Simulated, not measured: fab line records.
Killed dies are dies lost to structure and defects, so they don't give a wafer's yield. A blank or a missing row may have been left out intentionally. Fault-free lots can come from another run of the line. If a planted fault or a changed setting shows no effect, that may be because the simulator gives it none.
Which tool did it?    flow berkeley-cmos170    15 lots, 45 wafers sampled, at 5 steps of a route of 331

== WHAT THE GAUGES SHOWED, per wafer ==
UCB170_SDANNEAL_RS_MEAS_03: uses a four-point probe to measure. Usual: NSD_RS typically reads 37.25 ohm/sq, with standard deviation 0.11.
lot   measured      on             NSD_RS (ohm/sq)    flag
L532  day 8 12:46   film-metro-04  37.39 37.22 37.33  
L533  day 9 04:05   film-metro-04  37.33 37.34 37.35  
L534  day 9 06:23   film-metro-01  37.35 37.13 37.26  
L536  day 9 06:55   film-metro-04  37.21 37.12 37.11  
L538  day 10 01:20  film-metro-01  37.06 37.11 37.15  
L539  day 10 01:41  film-metro-04  37.29 37.25 37.18  
L541  day 10 02:01  film-metro-02  37.38 37.35 37.27  
L542  day 10 02:16  film-metro-01  37.18 37.17 37.20  
L540  day 10 03:04  film-metro-04  37.38 37.35 37.33  
L545  day 10 23:08  film-metro-02  37.33 37.42 37.24  
L544  day 10 23:40  film-metro-04  37.07 37.17 37.15  
L547  day 11 14:39  film-metro-02  37.28 37.29 37.26  
L546  day 11 15:10  film-metro-04  37.22 37.20 37.08  
L551  day 12 14:34  film-metro-01  37.37 37.19 37.27  
L552  day 12 18:13  film-metro-01  37.17 37.15 37.21  

UCB170_M3_THK_MEAS_03: measures by xrf. Usual: M3_AL_THK typically reads 891 nm, with standard deviation 13.
lot   measured      on             M3_AL_THK (nm)  flag
L532  day 9 14:12   film-metro-02  879 880 883     
L533  day 9 23:18   film-metro-04  895 897 897     
L534  day 10 06:32  film-metro-01  882 897 890     
L536  day 10 07:48  film-metro-01  898 895 881     
L538  day 11 03:04  film-metro-01  882 885 888     
L539  day 11 03:47  film-metro-02  886 890 898     
L541  day 11 04:03  film-metro-04  876 880 881     
L542  day 11 04:20  film-metro-02  898 895 901     
L540  day 11 04:54  film-metro-01  885 885 882     
L545  day 11 18:26  film-metro-01  903 912 917     
L544  day 11 18:51  film-metro-04  893 881 887     
L547  day 12 09:16  film-metro-04  871 870 864     
L546  day 12 07:52  film-metro-01  911 917 907     
L551  day 13 18:29  film-metro-02  915 907 910     
L552  day 13 18:10  film-metro-02  899 883 892     

== TOOL THAT RAN EACH LOT (tool first, then ch and the chambers of the sampled wafers, then the start) ==
lot   UCB170_V1_CVD_00                 UCB170_V2_ETCH_14                   UCB170_V2_STRIP_15
L532  pecvd-01 ch 0,1,2, day 8 23:10   rie-diel-04 ch 0,2, day 9 13:31     plasma-asher-03 ch 0,1, day 9 13:42
L533  pecvd-01 ch 0,1,2, day 9 15:23   rie-diel-03 ch 0,3, day 9 22:37     plasma-asher-01 ch 0,1, day 9 22:48
L534  pecvd-03 ch 1,2, day 9 18:04     rie-diel-04 ch 1,2,3, day 10 05:51  plasma-asher-01 ch 1, day 10 06:02
L536  pecvd-01 ch 0,1,2, day 9 18:04   rie-diel-02 ch 1,2,3, day 10 07:07  plasma-asher-03 ch 0,1, day 10 07:18
L538  pecvd-01 ch 1,2, day 10 14:53    rie-diel-04 ch 1,2,3, day 11 02:23  plasma-asher-01 ch 0,1, day 11 02:34
L539  pecvd-02 ch 0,1,2, day 10 16:13  rie-diel-02 ch 0,3, day 11 03:07    plasma-asher-04 ch 0,1, day 11 03:17
L541  pecvd-03 ch 0,2, day 10 16:13    rie-diel-03 ch 0,1,3, day 11 03:23  plasma-asher-01 ch 0,1, day 11 03:34
L542  pecvd-01 ch 0,1,2, day 10 16:13  rie-diel-04 ch 2,3, day 11 03:40    plasma-asher-03 ch 0,1, day 11 03:50
L540  pecvd-01 ch 0,1,2, day 10 17:32  rie-diel-03 ch 2,3, day 11 04:13    plasma-asher-04 ch 0,1, day 11 04:25
L545  pecvd-01 ch 1,2, day 11 09:57    rie-diel-03 ch 0,1,3, day 11 17:46  plasma-asher-03 ch 0,1, day 11 17:56
L544  pecvd-02 ch 0,1, day 11 09:57    rie-diel-04 ch 0,1,3, day 11 18:11  plasma-asher-04 ch 0,1, day 11 18:21
L547  pecvd-02 ch 0,1,2, day 12 01:26  rie-diel-03 ch 0,3, day 12 08:29    plasma-asher-04 ch 0, day 12 08:46
L546  pecvd-03 ch 0,1,2, day 12 00:06  rie-diel-03 ch 0,3, day 12 07:02    plasma-asher-01 ch 0,1, day 12 07:18
L551  pecvd-03 ch 0,1,2, day 13 06:11  rie-diel-02 ch 1,2, day 13 17:47    plasma-asher-01 ch 0,1, day 13 17:59
L552  pecvd-02 ch 0,1,2, day 13 06:07  rie-diel-02 ch 1,3, day 13 17:30    plasma-asher-03 ch 0,1, day 13 17:40
- UCB170_V1_CVD_00: deposits SiO2 from TEOS/O2, target thk 2000 nm, time 250 s.
- UCB170_V2_ETCH_14: etches SiO2 in CHF3/CF4/Ar, stops on Al, target depth 1250 nm, time 291 s.
- UCB170_V2_STRIP_15: strips in O2.

== WHAT THE TOOLS THEMSELVES READ (means of the sampled wafers that have a number; where no wafer has one, the mark that the record gives instead) ==
UCB170_V1_CVD_00. Usual: heater-power-w reads 244 W (standard deviation 51).
lot   tool      heater-power-w (W)  flag
L532  pecvd-01  229                 
L533  pecvd-01  224                 
L534  pecvd-03  225                 
L536  pecvd-01  263                 
L538  pecvd-01  270                 
L539  pecvd-02  252                 
L541  pecvd-03  177                 
L542  pecvd-01  266                 
L540  pecvd-01  225                 
L545  pecvd-01  280                 
L544  pecvd-02  248                 
L547  pecvd-02  231                 
L546  pecvd-03  182                 
L551  pecvd-03  211                 
L552  pecvd-02  229                 

UCB170_V2_ETCH_14. Usual: drypump-motor-current-A 5.8 A, standard deviation 0.36; oes-product-au 0.868 a.u., standard deviation 0.013; throttle-valve-pct 6.94 %, standard deviation 0.13.
lot   tool         drypump-motor-current-A (A)  oes-product-au (a.u.)  throttle-valve-pct (%)  flag
L532  rie-diel-04  5.8                          0.853                  7.07                    
L533  rie-diel-03  6.1                          0.858                  7.01                    
L534  rie-diel-04  5.8                          0.853                  6.83                    
L536  rie-diel-02  5.8                          0.872                  6.93                    
L538  rie-diel-04  5.8                          0.855                  6.82                    
L539  rie-diel-02  5.7                          0.877                  6.85                    
L541  rie-diel-03  5.9                          0.867                  6.98                    
L542  rie-diel-04  5.4                          0.870                  6.81                    
L540  rie-diel-03  5.8                          0.870                  6.99                    
L545  rie-diel-03  6.0                          0.840                  6.98                    
L544  rie-diel-04  5.9                          0.865                  6.92                    
L547  rie-diel-03  6.1                          0.830                  7.02                    
L546  rie-diel-03  6.0                          0.836                  6.99                    
L551  rie-diel-02  5.5                          0.878                  6.96                    
L552  rie-diel-02  5.9                          0.875                  6.95                    

UCB170_V2_STRIP_15. Usual: drypump-motor-current-A 5.5 A, standard deviation 0.33; oes-product-au 0.722 a.u., standard deviation 0.0046; strip-time-to-endpoint-s 15.30 s, standard deviation 0.12.
lot   tool             drypump-motor-current-A (A)  oes-product-au (a.u.)  strip-time-to-endpoint-s (s)  flag
L532  plasma-asher-03  5.6                          0.721                  15.39                         
L533  plasma-asher-01  5.6                          0.721                  15.20                         
L534  plasma-asher-01  5.8                          0.722                  15.37                         
L536  plasma-asher-03  5.6                          0.714                  15.30                         
L538  plasma-asher-01  5.4                          0.722                  15.40                         
L539  plasma-asher-04  5.5                          0.727                  15.21                         
L541  plasma-asher-01  5.3                          0.724                  15.07                         
L542  plasma-asher-03  5.6                          0.722                  15.26                         
L540  plasma-asher-04  5.5                          0.720                  15.27                         
L545  plasma-asher-03  5.6                          0.720                  14.81                         OFF
L544  plasma-asher-04  5.8                          0.719                  15.40                         
L547  plasma-asher-04  5.3                          0.720                  14.83                         OFF
L546  plasma-asher-01  5.3                          0.718                  14.66                         OFF
L551  plasma-asher-01  5.5                          0.723                  15.22                         
L552  plasma-asher-03  5.6                          0.721                  15.33                         

== THE ANSWER, worked out from the rows above alone ==
Rule: a lot is off if the mean of its wafers that have a number lies more than 3 standard deviations from the usual mean. A lot without any number at a reading at which 4 lots or more have one is off too. Any other lot the step has rows for is counted as sound. The gauges are gone through in route order, then the tools' own readings, and for those a lot's mean is taken as printed above. The first step at which some lot is off is used, and at that step the reading that is off furthest; a lot without a number counts as furthest.
Off: L545, L547, L546 (UCB170_V2_STRIP_15, strip-time-to-endpoint-s).
If a tool, at that step or one of the process steps before it, ran each lot that is off and ran no sound lot following the first of them, it fits. One candidate fits, namely rie-diel-03 at UCB170_V2_ETCH_14. A fault onset in the window from L540 (day 11 04:13, its last sound lot) to L545 (day 11 17:46, its first lot off) fits.

== WHAT THE SIMULATOR HAD INSERTED ==
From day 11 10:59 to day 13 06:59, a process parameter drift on rie-diel-03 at UCB170_V2_ETCH_14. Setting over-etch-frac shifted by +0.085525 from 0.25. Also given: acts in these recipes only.
Shown lots that were struck: L545, L547, L546. The rule given above showed the same thing.
